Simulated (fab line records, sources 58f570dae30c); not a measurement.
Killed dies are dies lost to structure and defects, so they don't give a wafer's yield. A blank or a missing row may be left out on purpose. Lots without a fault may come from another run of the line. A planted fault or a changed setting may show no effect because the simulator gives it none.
Which tool did it? | flow berkeley_cmos170 | 6 lots, 18 wafers sampled, at 3 steps of a route of 331

WHAT THE GAUGES READ, wafer by wafer
UCB170_V1_THK_MEAS_01.
lot  | measured     | on            | V1_TEOS_THK (nm)
L175 | day 8 14:17  | film_metro-02 | 2003 1987 2021
L178 | day 9 11:40  | film_metro-01 | 2015 2007 2031
L184 | day 10 10:58 | film_metro-01 | 1998 2031 2002
L190 | day 11 09:34 | film_metro-02 | 1996 1964 2040
L194 | day 13 08:31 | film_metro-02 | 1956 1999 1981
L198 | day 14 00:16 | film_metro-04 | 2001 1960 2021

WHICH TOOL RAN EACH LOT (tool, then ch and the chambers of the sampled wafers, then the start)
lot  | UCB170_CONTACT_STRIP_19              | UCB170_V1_CVD_00
L175 | plasma_asher-02 ch 0,1, day 8 05:49  | pecvd-04 ch 1,2, day 8 14:08
L178 | plasma_asher-02 ch 0,1, day 9 07:58  | pecvd-04 ch 0,2, day 9 11:29
L184 | plasma_asher-02 ch 0,1, day 10 02:11 | pecvd-02 ch 0,1, day 10 10:48
L190 | plasma_asher-01 ch 0,1, day 11 04:42 | pecvd-04 ch 0,1,2, day 11 09:25
L194 | plasma_asher-01 ch 0,1, day 13 03:46 | pecvd-02 ch 0,2, day 13 08:22
L198 | plasma_asher-01 ch 0,1, day 13 20:37 | pecvd-03 ch 1,2, day 14 00:06
- UCB170_CONTACT_STRIP_19: strips in O2.
- UCB170_V1_CVD_00: deposits SiO2 from TEOS/O2, target thk 2000 nm, time 250 s.

THE ANSWER, worked out from the rows above alone
Rule: what is usual is taken from the lots themselves. Put in order of their means at a reading, lots are off if they are a third of the lots or fewer, leave a main group of 4 or more, and stand apart from it by a gap of 3 or more times the standard deviation of the main group's means; of several such gaps the widest counts. A main group whose means are all the same, to the digits that the tables above print for the reading, isn't used. A lot without any number at a reading at which 4 lots or more have one is off too. The other lots that the step has rows for count as sound.
No lot is off at any reading shown: from this, nothing can be told.

WHAT THE SIMULATOR HAD PUT IN
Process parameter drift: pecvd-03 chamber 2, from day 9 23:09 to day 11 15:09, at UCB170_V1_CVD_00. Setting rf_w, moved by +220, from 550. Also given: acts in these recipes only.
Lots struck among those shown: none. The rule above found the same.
